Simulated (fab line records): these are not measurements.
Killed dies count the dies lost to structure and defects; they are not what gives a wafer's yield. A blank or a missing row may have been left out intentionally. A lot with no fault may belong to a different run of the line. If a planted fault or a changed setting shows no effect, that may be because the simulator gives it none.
fab line records	flow berkeley-cmos170
record lots=5	wafers=15	last-day=12
route steps=331 shown ACTIVE@66 PFIELD@79 FIELD@89 SACOX@97 SCREENOX@100 NVT@104
lots that met no fault: taken from a fault-free run of the same line
start-h: hours from the record's opening day to when the first of the lot's shown wafers began	wait-h: hours elapsed since this lot's preceding step	" as in the row above	L1.1+2: a single row standing in for several wafers	- no value present, or no start provided	* or withheld: withheld	< > ~ a bound
route shown NAME@n: names a module that has steps shown in the file, with the first one's number in the route	usual: mean/standard deviation of fault-free wafers	same: alike in all rows	chamber/n: place in a boat	sites: readings site by site	_std_site: the values' standard deviation	_edge_site: outer sites' mean less inner sites'	radius-mm: for every site, how far away it sits from the centre of the wafer	mask NAME#n: copy n	behind: the most recent tool/chamber to have shaped the wafer	hold: the reason the lot was held/the length of the hold in hours/how it ended	device: names the non-switching transistor (n, p or np)	end of line: tests run on the same wafers once the route is complete	step lacking rows: just its recipe	killed: dies lost to structure and defects at the first sort, not the wafer's yield	map: a wafer's dies, x killed, . not, _ none there
set.NAME: the run value of the setting; set.NAME@STEP: its run value at that earlier step	model.NAME: the simulator's own value behind a step, which no gauge read
a table for each step, a row for each wafer; lots at some steps of the route
services: when a tool's chamber went out of use (start-h, in hours from the record's first day, below 0 if earlier), for how many hours, and the reason
## steps
# step UCB170_ACTIVE_THK_MEAS_06
# recipe reads=Si3N4_of_ACTIVE_CVD_05
# usual ACTIVE_NITRIDE_THK=220.4/1.7
lot.wafer	tool	chamber	start-h	wait-h	ACTIVE_NITRIDE_THK[nm]
L075.3	film-metro-03	-	83.17	0.0	221.1
L075.5	"	-	"	"	222.3
L075.6	"	-	"	"	218.7
L079.2	film-metro-03	-	111.08	0.0	218.9
L079.4	"	-	"	"	219.0
L079.6	"	-	"	"	218.1
L088.1	film-metro-03	-	151.59	0.0	218.8
L088.3	"	-	"	"	221.9
L088.5	"	-	"	"	219.6
L090.1	film-metro-02	-	164.97	0.0	218.2
L090.2	"	-	"	"	216.8
L090.6	"	-	"	"	216.6
L097.2	film-metro-03	-	199.60	0.1	219.4
L097.3	"	-	"	"	219.9
L097.6	"	-	"	"	218.5
# step UCB170_ACTIVE_HMDS_07
# recipe prime-time-s=60	prime-temp-c=100
lot.wafer	tool	chamber	start-h	wait-h
L075.3+5+6	litho-track-04	0	83.26	0.1
L079.2+4+6	litho-track-03	0	111.15	0.1
L088.1+3+5	litho-track-04	0	151.72	0.1
L090.1+2+6	litho-track-03	0	165.03	0.1
L097.2+3+6	litho-track-04	0	199.70	0.1
# step UCB170_ACTIVE_COAT_08
# recipe resist=KrF	spin-rpm=1500	resist-thk-nm=900
lot.wafer	tool	chamber	start-h	wait-h
L075.3+5+6	litho-track-04	0	83.41	0.1
L079.2+4+6	litho-track-03	0	111.30	0.1
L088.1+3+5	litho-track-04	0	151.87	0.1
L090.1+2+6	litho-track-03	0	165.18	0.1
L097.2+3+6	litho-track-04	0	199.85	0.1
# step UCB170_ACTIVE_SOFTBAKE_09
# recipe resist=KrF	temp-c=130	time-s=60
lot.wafer	tool	chamber	start-h	wait-h
L075.3+5+6	litho-track-04	0	83.56	0.1
L079.2+4+6	litho-track-03	0	111.45	0.1
L088.1+3+5	litho-track-04	0	152.02	0.1
L090.1+2+6	litho-track-03	0	165.33	0.1
L097.2+3+6	litho-track-04	0	200.00	0.1
# step UCB170_ACTIVE_EXPOSE_10
# recipe mask-id=ACTIVE	target-cd-nm=1200	na=0.5	sigma-outer=0.6	source-shape=conventional	dose-mj=20
# same sigma-outer=0.6
lot.wafer	tool	chamber	start-h	wait-h	mask
L075.3+5+6	krf-scanner-02	0	83.99	0.4	ACTIVE#0
L079.2+4+6	krf-scanner-02	0	111.96	0.5	ACTIVE#0
L088.1+3+5	krf-scanner-01	0	152.17	0.1	ACTIVE#0
L090.1+2+6	krf-scanner-01	0	165.48	0.1	ACTIVE#0
L097.2+3+6	krf-scanner-01	0	200.42	0.4	ACTIVE#0
# step UCB170_ACTIVE_PEB_11
# recipe peb-temp-c=130	peb-time-s=withheld	resist=KrF
lot.wafer	tool	chamber	start-h	wait-h
L075.3+5+6	litho-track-01	0	84.16	0.2
L079.2+4+6	litho-track-03	0	112.08	0.1
L088.1+3+5	litho-track-03	0	152.36	0.2
L090.1+2+6	litho-track-03	0	165.59	0.1
L097.2+3+6	litho-track-03	0	200.54	0.1
# step UCB170_ACTIVE_DEVELOP_12
# recipe developer=TMAH	develop-time-s=45	resist=KrF	dev-temp-c=21
lot.wafer	tool	chamber	start-h	wait-h
L075.3+5+6	litho-track-01	0	-	-
L079.2+4+6	litho-track-03	0	-	-
L088.1+3+5	litho-track-03	0	-	-
L090.1+2+6	litho-track-03	0	-	-
L097.2+3+6	litho-track-03	0	-	-
# step UCB170_ACTIVE_CD_MEAS_13
# recipe target-cd-nm=1200
# usual cd-nm=1200.0/1.4
lot.wafer	tool	chamber	start-h	wait-h	cd-nm
L075.3	cd-sem-01	-	84.43	-	1201.3
L075.5	"	-	"	"	1200.7
L075.6	"	-	"	"	1200.7
L079.2	cd-sem-01	-	112.35	-	1200.2
L079.4	"	-	"	"	1200.5
L079.6	"	-	"	"	1198.3
L088.1	cd-sem-01	-	152.63	-	1198.9
L088.3	"	-	"	"	1199.3
L088.5	"	-	"	"	1200.1
L090.1	cd-sem-02	-	165.87	-	1198.6
L090.2	"	-	"	"	1199.8
L090.6	"	-	"	"	1199.6
L097.2	cd-sem-01	-	200.81	-	1199.5
L097.3	"	-	"	"	1201.8
L097.6	"	-	"	"	1200.9
# step UCB170_ACTIVE_OVL_MEAS_14
# usual ACTIVE_OVL=0/4.6
lot.wafer	tool	chamber	start-h	wait-h	ACTIVE_OVL[nm]
L075.3	overlay-01	-	84.52	0.1	5
L075.5	"	-	"	"	0
L075.6	"	-	"	"	-5
L079.2	overlay-02	-	112.46	0.1	5
L079.4	"	-	"	"	-6
L079.6	"	-	"	"	-1
L088.1	overlay-01	-	152.75	0.1	-1
L088.3	"	-	"	"	-8
L088.5	"	-	"	"	5
L090.1	overlay-01	-	165.99	0.1	5
L090.2	"	-	"	"	5
L090.6	"	-	"	"	9
L097.2	overlay-01	-	200.92	0.1	-12
L097.3	"	-	"	"	-5
L097.6	"	-	"	"	-4
# step UCB170_ACTIVE_ETCH_15
# recipe chemistry=CH3F/Ar/O2	target=Si3N4	stop-on=SiO2	CH3F_flow_sccm=20	Ar_flow_sccm=50	O2_flow_sccm=7	pressure-mtorr=50	rf-w=450	target-depth-a=2420	over-etch-frac=0.1	time-s=151
# usual drypump-motor-current-A=6.0/0.49	oes-product-au=0.948/0.013	throttle-valve-pct=8.09/0.087
lot.wafer	tool	chamber	start-h	wait-h	drypump-motor-current-A	oes-product-au	rf-hours-counter-h	throttle-valve-pct
L075.3	rie-diel-01	2	84.54	0.0	6.8	0.951	14	8.17
L075.5	"	2	"	"	6.8	0.959	-	8.18
L075.6	"	1	"	"	5.6	0.950	-	8.22
L079.2	rie-diel-01	3	112.49	0.0	5.7	0.958	31	8.10
L079.4	"	1	"	"	5.6	0.948	88	8.21
L079.6	"	1	"	"	5.6	0.941	-	8.23
L088.1	rie-diel-01	3	152.79	0.0	5.6	0.954	32	8.10
L088.3	"	0	"	"	6.0	0.937	2	8.09
L088.5	"	3	"	"	5.7	0.961	-	8.12
L090.1	rie-diel-01	0	166.02	0.0	6.0	0.921	2	8.07
L090.2	"	3	"	"	5.7	0.951	33	8.11
L090.6	"	1	"	"	5.6	0.936	-	8.22
L097.2	rie-diel-01	2	200.95	0.0	6.8	0.948	19	8.16
L097.3	"	0	"	"	6.0	0.927	4	8.10
L097.6	"	2	"	"	6.8	0.941	-	8.17
# step UCB170_ACTIVE_STRIP_16
# recipe chemistry=O2	power-w=400	pressure-mtorr=3500	platen-temp-c=withheld	o2-flow-sccm=400	overash-fraction=0.5
# usual drypump-motor-current-A=5.5/0.43	oes-product-au=0.721/0.0046	strip-time-to-endpoint-s=18.06/0.12
lot.wafer	tool	chamber	start-h	wait-h	drypump-motor-current-A	oes-product-au	rf-hours-counter-h	strip-time-to-endpoint-s
L075.3	plasma-asher-02	1	84.68	0.1	5.1	0.716	-	17.96
L075.5	"	1	"	"	5.1	0.730	-	18.09
L075.6	"	0	"	"	4.9	0.726	-	18.06
L079.2	plasma-asher-01	1	112.59	0.1	5.8	0.725	40	18.30
L079.4	"	1	"	"	5.8	0.716	-	18.26
L079.6	"	1	"	"	5.8	0.725	-	18.18
L088.1	plasma-asher-02	1	152.89	0.1	5.1	0.721	41	18.19
L088.3	"	1	"	"	5.1	0.726	-	18.28
L088.5	"	0	"	"	4.9	0.726	-	18.22
L090.1	plasma-asher-03	1	166.12	0.1	5.4	0.724	37	18.15
L090.2	"	0	"	"	6.2	0.717	37	18.06
L090.6	"	1	"	"	5.4	0.726	-	17.98
L097.2	plasma-asher-01	1	201.05	0.1	5.8	0.720	47	18.06
L097.3	"	1	"	"	5.8	0.727	-	18.24
L097.6	"	1	"	"	5.8	0.721	-	18.00
# step UCB170_ACTIVE_CD_MEAS_90
# recipe target-cd-nm=1200
# usual cd-nm=1200.1/1.4
lot.wafer	tool	chamber	start-h	wait-h	cd-nm
L075.3	cd-sem-02	-	84.90	0.2	1201.5
L075.5	"	-	"	"	1200.6
L075.6	"	-	"	"	1201.1
L079.2	cd-sem-01	-	112.71	0.1	1199.6
L079.4	"	-	"	"	1200.3
L079.6	"	-	"	"	1198.4
L088.1	cd-sem-01	-	152.99	0.1	1199.2
L088.3	"	-	"	"	1199.7
L088.5	"	-	"	"	1199.7
L090.1	cd-sem-02	-	166.22	0.1	1198.8
L090.2	"	-	"	"	1199.6
L090.6	"	-	"	"	1199.7
L097.2	cd-sem-02	-	201.17	0.1	1199.1
L097.3	"	-	"	"	1201.7
L097.6	"	-	"	"	1200.9
# step UCB170_ACTIVE_CLEAN_17
# recipe chemistry=SPM	temp-c=120	time-s=600
lot.wafer	tool	chamber	start-h	wait-h
L075.3+5+6	wet-bench-03	1	84.98	0.1
L079.2+4+6	wet-bench-04	1	112.81	0.1
L088.1+3+5	wet-bench-03	0	153.11	0.1
L090.1+2+6	wet-bench-01	3	168.58	2.3
L097.2+3+6	wet-bench-03	2	201.29	0.1
# step UCB170_PFIELD_HMDS_00
# recipe prime-time-s=60	prime-temp-c=100
lot.wafer	tool	chamber	start-h	wait-h
L075.3+5+6	litho-track-04	0	85.20	0.1
L079.2+4+6	litho-track-04	0	113.01	0.0
L088.1+3+5	litho-track-04	0	153.28	0.0
L090.1+2+6	litho-track-01	0	168.76	0.0
L097.2+3+6	litho-track-04	0	201.56	0.1
# step UCB170_PFIELD_COAT_01
# recipe resist=KrF	spin-rpm=1500	resist-thk-nm=900
lot.wafer	tool	chamber	start-h	wait-h
L075.3+5+6	litho-track-04	0	85.35	0.1
L079.2+4+6	litho-track-04	0	113.16	0.1
L088.1+3+5	litho-track-04	0	153.43	0.1
L090.1+2+6	litho-track-01	0	168.91	0.1
L097.2+3+6	litho-track-04	0	201.71	0.1
# step UCB170_PFIELD_SOFTBAKE_02
# recipe resist=KrF	temp-c=130	time-s=60
lot.wafer	tool	chamber	start-h	wait-h
L075.3+5+6	litho-track-04	0	85.50	0.1
L079.2+4+6	litho-track-04	0	113.31	0.1
L088.1+3+5	litho-track-04	0	153.58	0.1
L090.1+2+6	litho-track-01	0	169.06	0.1
L097.2+3+6	litho-track-04	0	201.86	0.1
# step UCB170_PFIELD_EXPOSE_03
# recipe mask-id=PFIELD	na=0.5	sigma-outer=0.6	source-shape=conventional	target-cd-nm=1500	dose-mj=30
# same sigma-outer=0.6
lot.wafer	tool	chamber	start-h	wait-h	mask
L075.3+5+6	krf-scanner-02	0	85.77	0.2	PFIELD#0
L079.2+4+6	krf-scanner-01	0	113.58	0.2	PFIELD#0
L088.1+3+5	krf-scanner-01	0	153.73	0.1	PFIELD#0
L090.1+2+6	krf-scanner-02	0	169.33	0.2	PFIELD#0
L097.2+3+6	krf-scanner-02	0	202.19	0.3	PFIELD#0
# step UCB170_PFIELD_PEB_04
# recipe peb-temp-c=130	peb-time-s=withheld	resist=KrF
lot.wafer	tool	chamber	start-h	wait-h
L075.3+5+6	litho-track-01	0	85.89	0.1
L079.2+4+6	litho-track-04	0	113.70	0.1
L088.1+3+5	litho-track-04	0	153.85	0.1
L090.1+2+6	litho-track-04	0	169.45	0.1
L097.2+3+6	litho-track-04	0	202.91	0.7
# step UCB170_PFIELD_DEVELOP_05
# recipe developer=TMAH	develop-time-s=45	resist=KrF	dev-temp-c=21
lot.wafer	tool	chamber	start-h	wait-h
L075.3+5+6	litho-track-01	0	-	-
L079.2+4+6	litho-track-04	0	-	-
L088.1+3+5	litho-track-04	0	-	-
L090.1+2+6	litho-track-04	0	-	-
L097.2+3+6	litho-track-04	0	-	-
# step UCB170_PFIELD_OVL_MEAS_06
# usual PFIELD_OVL=0/5.7
lot.wafer	tool	chamber	start-h	wait-h	PFIELD_OVL[nm]
L075.3	overlay-02	-	86.13	-	-9
L075.5	"	-	"	"	-6
L075.6	"	-	"	"	-1
L079.2	overlay-02	-	113.96	-	2
L079.4	"	-	"	"	7
L079.6	"	-	"	"	4
L088.1	overlay-01	-	154.13	-	6
L088.3	"	-	"	"	2
L088.5	"	-	"	"	1
L090.1	overlay-01	-	169.72	-	-2
L090.2	"	-	"	"	3
L090.6	"	-	"	"	-6
L097.2	overlay-01	-	203.17	-	7
L097.3	"	-	"	"	4
L097.6	"	-	"	"	10
# step UCB170_PFIELD_IMPLANT_07
# recipe species=B	dose-cm2=2e+13	energy-kev=80	tilt-deg=7
# usual tilt-deg=6.999/0.022
lot.wafer	tool	chamber	start-h	wait-h	tilt-deg
L075.3	implanter-04	0	86.20	0.1	7.001
L075.5	"	0	"	"	6.991
L075.6	"	0	"	"	6.984
L079.2	implanter-01	0	114.01	0.0	6.980
L079.4	"	0	"	"	6.981
L079.6	"	0	"	"	7.010
L088.1	implanter-01	0	154.16	0.0	7.004
L088.3	"	0	"	"	7.034
L088.5	"	0	"	"	7.006
L090.1	implanter-04	0	169.76	0.0	7.005
L090.2	"	0	"	"	6.970
L090.6	"	0	"	"	6.965
L097.2	implanter-04	0	203.22	0.0	6.998
L097.3	"	0	"	"	7.027
L097.6	"	0	"	"	7.011
# step UCB170_PFIELD_STRIP_08
# recipe chemistry=O2	power-w=400	pressure-mtorr=3500	platen-temp-c=withheld	o2-flow-sccm=400	overash-fraction=0.5
# usual drypump-motor-current-A=5.6/0.49	oes-product-au=0.734/0.0043	strip-time-to-endpoint-s=21.61/0.067
lot.wafer	tool	chamber	start-h	wait-h	drypump-motor-current-A	oes-product-au	rf-hours-counter-h	strip-time-to-endpoint-s
L075.3	plasma-asher-03	0	86.34	0.1	6.2	0.735	-	21.61
L075.5	"	0	"	"	6.2	0.733	-	21.61
L075.6	"	1	"	"	5.5	0.740	-	21.54
L079.2	plasma-asher-03	1	114.14	0.1	5.5	0.730	32	21.68
L079.4	"	1	"	"	5.5	0.727	-	21.57
L079.6	"	0	"	"	6.2	0.730	-	21.61
L088.1	plasma-asher-03	0	154.31	0.1	6.2	0.728	36	21.66
L088.3	"	0	"	"	6.2	0.739	-	21.70
L088.5	"	0	"	"	6.2	0.735	-	21.62
L090.1	plasma-asher-04	1	169.91	0.1	5.8	0.729	5	21.61
L090.2	"	0	"	"	6.2	0.736	5	21.65
L090.6	"	0	"	"	6.2	0.745	-	21.59
L097.2	plasma-asher-03	1	203.35	0.1	5.5	0.740	40	21.67
L097.3	"	0	"	"	6.2	0.739	-	21.65
L097.6	"	0	"	"	6.2	0.730	-	21.67
# step UCB170_PFIELD_TW_MEAS_09
# usual PFIELD_TW=601/5.3
lot.wafer	tool	chamber	start-h	wait-h	PFIELD_TW
L075.3	film-metro-01	-	86.42	0.1	599
L075.5	"	-	"	"	604
L075.6	"	-	"	"	604
L079.2	film-metro-02	-	114.25	0.1	607
L079.4	"	-	"	"	602
L079.6	"	-	"	"	603
L088.1	film-metro-01	-	154.41	0.1	591
L088.3	"	-	"	"	595
L088.5	"	-	"	"	592
L090.1	film-metro-02	-	170.01	0.1	600
L090.2	"	-	"	"	597
L090.6	"	-	"	"	602
L097.2	film-metro-01	-	203.46	0.1	599
L097.3	"	-	"	"	604
L097.6	"	-	"	"	599
# step UCB170_FIELD_CLEAN_00
# recipe chemistry=dHF	dilution=25:1	time-s=7.5
lot.wafer	tool	chamber	start-h	wait-h
L075.3+5+6	wet-bench-02	2	87.97	1.5
L079.2+4+6	wet-bench-03	3	114.30	0.0
L088.1+3+5	wet-bench-04	1	155.52	1.1
L090.1+2+6	wet-bench-04	0	170.07	0.1
L097.2+3+6	wet-bench-04	1	203.51	0.0
# step UCB170_FIELD_OXIDATION_01
# recipe temp-c=1000	ambient=H2O	p-h2o-torr=584.62	target-thk-a=5583	ox-time-s=7200
# usual spike-tc-centre-C=1002.3/1.6	spike-tc-source-C=1026.1/3
lot.wafer	tool	chamber	start-h	wait-h	spike-tc-centre-C	spike-tc-source-C
L075.3	furnace-04	0	91.20	3.2	999.3	1026.0
L075.5	"	0	"	"	1003.3	1025.2
L075.6	"	0	"	"	1000.1	1025.4
L079.2	furnace-02	0	118.39	4.1	1004.5	1022.5
L079.4	"	0	"	"	1002.7	1022.3
L079.6	"	0	"	"	1003.5	1021.7
L088.1	furnace-04	0	157.68	2.2	999.7	1025.6
L088.3	"	0	"	"	1000.5	1026.1
L088.5	"	0	"	"	1001.2	1025.0
L090.1	furnace-03	0	173.59	3.5	1002.3	1027.0
L090.2	"	0	"	"	1002.5	1029.4
L090.6	"	0	"	"	1003.5	1030.6
L097.2	furnace-02	0	204.23	0.7	1004.6	1023.8
L097.3	"	0	"	"	1003.8	1024.9
L097.6	"	0	"	"	1004.1	1022.1
# step UCB170_FIELD_THK_MEAS_02
# recipe reads=SiO2_of_FIELD_OXIDATION_01
# usual FIELD_OXIDE_THK=559/8.6
lot.wafer	tool	chamber	start-h	wait-h	FIELD_OXIDE_THK[nm]
L075.3	film-metro-03	-	94.22	0.0	558
L075.5	"	-	"	"	564
L075.6	"	-	"	"	558
L079.2	film-metro-03	-	121.40	0.0	568
L079.4	"	-	"	"	571
L079.6	"	-	"	"	564
L088.1	film-metro-01	-	160.68	0.0	561
L088.3	"	-	"	"	560
L088.5	"	-	"	"	545
L090.1	film-metro-03	-	176.59	0.0	557
L090.2	"	-	"	"	566
L090.6	"	-	"	"	573
L097.2	film-metro-01	-	207.30	0.1	560
L097.3	"	-	"	"	564
L097.6	"	-	"	"	570
# step UCB170_FIELD_ANNEAL_03
# recipe temp-c=1000	time-s=1200	ambient=N2
# usual spike-tc-centre-C=1002.4/1.4	spike-tc-source-C=1027/3.2
lot.wafer	tool	chamber	start-h	wait-h	spike-tc-centre-C	spike-tc-source-C
L075.3	furnace-03	0	97.44	3.2	1004.0	1030
L075.5	"	0	"	"	1003.0	1030
L075.6	"	0	"	"	1004.7	1030
L079.2	furnace-03	0	124.94	3.5	1004.3	1031
L079.4	"	0	"	"	1002.0	1031
L079.6	"	0	"	"	1003.4	1029
L088.1	furnace-04	0	164.53	3.8	1001.3	1026
L088.3	"	0	"	"	1001.8	1024
L088.5	"	0	"	"	999.3	1026
L090.1	furnace-03	0	180.96	4.4	1002.4	1030
L090.2	"	0	"	"	1003.2	1031
L090.6	"	0	"	"	1000.6	1030
L097.2	furnace-03	0	209.46	2.2	1003.0	1030
L097.3	"	0	"	"	1001.9	1032
L097.6	"	0	"	"	1002.8	1031
# step UCB170_FIELD_WET_ETCH_04
# recipe chemistry=dHF	dilution=10:1	target=SiO2	temp-c=25	time-s=60
lot.wafer	tool	chamber	start-h	wait-h
L075.3+5+6	wet-bench-04	1	98.77	0.0
L079.2+4+6	wet-bench-02	1	126.27	0.0
L088.1+3+5	wet-bench-02	1	165.87	0.0
L090.1+2+6	wet-bench-02	3	182.41	0.1
L097.2+3+6	wet-bench-02	3	210.80	0.0
# step UCB170_FIELD_WET_ETCH_05
# recipe chemistry=H3PO4	target=Si3N4	temp-c=160	time-s=12600
lot.wafer	tool	chamber	start-h	wait-h
L075.3+5+6	wet-bench-03	2	98.80	0.0
L079.2+4+6	wet-bench-02	3	126.33	0.0
L088.1+3+5	wet-bench-04	2	165.89	0.0
L090.1+2+6	wet-bench-02	2	182.44	0.0
L097.2+3+6	wet-bench-02	2	210.82	0.0
# step UCB170_FIELD_WET_ETCH_06
# recipe chemistry=BOE	dilution=5:1	target=SiO2	temp-c=25	time-s=22
lot.wafer	tool	chamber	start-h	wait-h
L075.3+5+6	wet-bench-04	1	102.31	0.0
L079.2+4+6	wet-bench-02	2	134.15	0.2
L088.1+3+5	wet-bench-04	1	169.42	0.0
L090.1+2+6	wet-bench-03	1	186.07	0.1
L097.2+3+6	wet-bench-02	3	214.33	0.0
# step UCB170_FIELD_THK_MEAS_90
# recipe reads=SiO2_of_FIELD_OXIDATION_01
# usual FIELD_OXIDE_LEFT_1_THK=442/8.8
lot.wafer	tool	chamber	start-h	wait-h	FIELD_OXIDE_LEFT_1_THK[nm]
L075.3	film-metro-03	-	102.34	0.0	444
L075.5	"	-	"	"	447
L075.6	"	-	"	"	442
L079.2	film-metro-04	-	134.22	0.0	452
L079.4	"	-	"	"	455
L079.6	"	-	"	"	448
L088.1	film-metro-04	-	169.44	0.0	444
L088.3	"	-	"	"	444
L088.5	"	-	"	"	430
L090.1	film-metro-01	-	186.09	0.0	439
L090.2	"	-	"	"	449
L090.6	"	-	"	"	455
L097.2	film-metro-03	-	214.42	0.1	443
L097.3	"	-	"	"	446
L097.6	"	-	"	"	453
# step UCB170_SACOX_CLEAN_00
# recipe chemistry=dHF	dilution=25:1	time-s=7.5
lot.wafer	tool	chamber	start-h	wait-h
L075.3+5+6	wet-bench-03	1	102.38	0.0
L079.2+4+6	wet-bench-02	0	135.05	0.8
L088.1+3+5	wet-bench-01	3	169.50	0.1
L090.1+2+6	wet-bench-02	0	186.16	0.1
L097.2+3+6	wet-bench-02	1	214.47	0.0
# step UCB170_SACOX_OXIDATION_01
# recipe temp-c=900	ambient=O2	target-thk-a=144	ox-time-s=2400
# usual spike-tc-centre-C=901.7/1.6	spike-tc-source-C=923.2/1.1
lot.wafer	tool	chamber	start-h	wait-h	spike-tc-centre-C	spike-tc-source-C
L075.3	furnace-01	0	105.94	3.5	898.6	922.2
L075.5	"	0	"	"	901.3	922.7
L075.6	"	0	"	"	900.4	922.1
L079.2	furnace-04	0	136.40	1.3	902.8	921.5
L079.4	"	0	"	"	899.9	924.6
L079.6	"	0	"	"	900.0	924.2
L088.1	furnace-04	0	172.22	2.7	902.6	924.6
L088.3	"	0	"	"	900.6	923.2
L088.5	"	0	"	"	900.9	923.0
L090.1	furnace-02	0	191.70	5.5	903.8	923.2
L090.2	"	0	"	"	903.8	923.3
L090.6	"	0	"	"	903.7	922.4
L097.2	furnace-02	0	215.39	0.9	903.9	921.7
L097.3	"	0	"	"	904.0	921.7
L097.6	"	0	"	"	905.1	922.2
# step UCB170_SACOX_THK_MEAS_02
# recipe reads=SiO2_of_SACOX_OXIDATION_01
# usual SACOX_OXIDE_THK=14.45/0.29
lot.wafer	tool	chamber	start-h	wait-h	SACOX_OXIDE_THK[nm]
L075.3	film-metro-01	-	107.62	0.0	14.47
L075.5	"	-	"	"	14.36
L075.6	"	-	"	"	14.23
L079.2	film-metro-04	-	138.08	0.0	14.06
L079.4	"	-	"	"	14.08
L079.6	"	-	"	"	14.25
L088.1	film-metro-01	-	173.88	0.0	14.61
L088.3	"	-	"	"	14.55
L088.5	"	-	"	"	14.70
L090.1	film-metro-04	-	193.37	0.0	14.57
L090.2	"	-	"	"	14.35
L090.6	"	-	"	"	14.41
L097.2	film-metro-04	-	217.07	0.0	14.17
L097.3	"	-	"	"	14.29
L097.6	"	-	"	"	14.27
# step UCB170_SCREENOX_WET_ETCH_00
# recipe chemistry=dHF	dilution=25:1	target=SiO2	temp-c=25	time-s=193.7
lot.wafer	tool	chamber	start-h	wait-h
L075.3+5+6	wet-bench-02	1	107.66	0.0
L079.2+4+6	wet-bench-02	0	138.13	0.0
L088.1+3+5	wet-bench-02	2	173.94	0.1
L090.1+2+6	wet-bench-02	3	193.54	0.2
L097.2+3+6	wet-bench-02	3	217.12	0.0
# step UCB170_SCREENOX_OXIDATION_01
# recipe temp-c=900	ambient=O2	target-thk-a=144	ox-time-s=2400
# usual spike-tc-centre-C=901.9/1.3	spike-tc-source-C=926.0/2.9
lot.wafer	tool	chamber	start-h	wait-h	spike-tc-centre-C	spike-tc-source-C
L075.3	furnace-03	0	112.52	4.8	902.7	930.1
L075.5	"	0	"	"	903.0	927.8
L075.6	"	0	"	"	903.2	929.9
L079.2	furnace-04	0	142.32	4.1	902.9	925.1
L079.4	"	0	"	"	900.9	920.4
L079.6	"	0	"	"	900.5	921.9
L088.1	furnace-03	0	177.94	3.9	903.8	928.0
L088.3	"	0	"	"	903.1	927.8
L088.5	"	0	"	"	903.9	931.3
L090.1	furnace-01	0	196.79	3.2	900.9	922.3
L090.2	"	0	"	"	903.0	923.7
L090.6	"	0	"	"	900.2	923.6
L097.2	furnace-03	0	219.87	2.7	904.7	930.0
L097.3	"	0	"	"	903.6	929.2
L097.6	"	0	"	"	903.2	928.0
# step UCB170_SCREENOX_THK_MEAS_02
# recipe reads=SiO2_of_SCREENOX_OXIDATION_01
# usual SCREENOX_OXIDE_THK=14.46/0.27
lot.wafer	tool	chamber	start-h	wait-h	SCREENOX_OXIDE_THK[nm]
L075.3	film-metro-04	-	114.21	0.0	14.60
L075.5	"	-	"	"	14.69
L075.6	"	-	"	"	14.65
L079.2	film-metro-03	-	143.99	0.0	14.40
L079.4	"	-	"	"	14.53
L079.6	"	-	"	"	14.37
L088.1	film-metro-02	-	179.61	0.0	14.51
L088.3	"	-	"	"	14.54
L088.5	"	-	"	"	14.85
L090.1	film-metro-03	-	198.45	0.0	14.68
L090.2	"	-	"	"	14.51
L090.6	"	-	"	"	14.54
L097.2	film-metro-02	-	221.55	0.0	14.55
L097.3	"	-	"	"	14.45
L097.6	"	-	"	"	14.43
# step UCB170_SCREENOX_ANNEAL_03
# recipe temp-c=900	time-s=900	ambient=N2
# usual spike-tc-centre-C=901.6/1.3	spike-tc-source-C=925.2/2.6
lot.wafer	tool	chamber	start-h	wait-h	spike-tc-centre-C	spike-tc-source-C
L075.3	furnace-01	0	118.90	4.7	899.6	923.8
L075.5	"	0	"	"	900.1	923.2
L075.6	"	0	"	"	899.9	924.4
L079.2	furnace-04	0	148.18	4.2	900.6	924.1
L079.4	"	0	"	"	903.0	923.2
L079.6	"	0	"	"	902.7	922.5
L088.1	furnace-03	0	183.79	4.2	899.4	930.5
L088.3	"	0	"	"	902.4	927.1
L088.5	"	0	"	"	901.9	928.0
L090.1	furnace-04	0	200.53	2.1	900.4	924.6
L090.2	"	0	"	"	902.9	925.0
L090.6	"	0	"	"	901.6	921.6
L097.2	furnace-04	0	225.26	3.7	899.5	923.5
L097.3	"	0	"	"	900.7	924.1
L097.6	"	0	"	"	900.7	925.1
# step UCB170_NVT_HMDS_00
# recipe prime-time-s=60	prime-temp-c=100
lot.wafer	tool	chamber	start-h	wait-h
L075.3+5+6	litho-track-02	0	120.55	0.4
L079.2+4+6	litho-track-03	0	149.69	0.3
L088.1+3+5	litho-track-04	0	185.04	0.0
L090.1+2+6	litho-track-03	0	202.08	0.3
L097.2+3+6	litho-track-02	0	226.97	0.5
# step UCB170_NVT_COAT_01
# recipe resist=KrF	spin-rpm=1500	resist-thk-nm=900
lot.wafer	tool	chamber	start-h	wait-h
L075.3+5+6	litho-track-02	0	120.70	0.1
L079.2+4+6	litho-track-03	0	149.84	0.1
L088.1+3+5	litho-track-04	0	185.19	0.1
L090.1+2+6	litho-track-03	0	202.23	0.1
L097.2+3+6	litho-track-02	0	227.12	0.1
# step UCB170_NVT_SOFTBAKE_02
# recipe resist=KrF	temp-c=130	time-s=60
lot.wafer	tool	chamber	start-h	wait-h
L075.3+5+6	litho-track-02	0	120.85	0.1
L079.2+4+6	litho-track-03	0	149.99	0.1
L088.1+3+5	litho-track-04	0	185.34	0.1
L090.1+2+6	litho-track-03	0	202.38	0.1
L097.2+3+6	litho-track-02	0	227.27	0.1
## services
tool	chamber	start-h	hours	kind
krf-scanner-02	-	75.30	0.8	pm
plasma-asher-03	-	76.41	7.7	pm
krf-scanner-01	-	80.01	4.9	repair
krf-scanner-01	-	84.90	1.0	pm
furnace-03	-	100.27	3.8	pm
rie-diel-01	0	100.37	7.4	repair
krf-scanner-01	-	103.16	3.6	pm
furnace-02	-	107.65	2.5	pm
furnace-04	-	113.05	5.4	pm
krf-scanner-02	-	118.02	0.2	repair
krf-scanner-02	-	120.41	0.9	repair
rie-diel-01	-	123.72	0.3	repair
plasma-asher-03	-	125.59	0.5	repair
krf-scanner-01	-	126.04	1.3	pm
krf-scanner-02	-	142.09	1.0	pm
furnace-03	-	156.16	4.2	pm
krf-scanner-02	-	170.31	4.0	pm
furnace-04	-	189.98	3.5	pm
wet-bench-02	-	191.31	1.4	repair
rie-diel-01	-	198.21	0.3	repair
krf-scanner-02	-	204.08	1.3	pm
rie-diel-01	2	209.91	3.7	repair
krf-scanner-01	-	216.05	0.8	pm
furnace-02	-	217.06	3.4	pm
## key
fault none
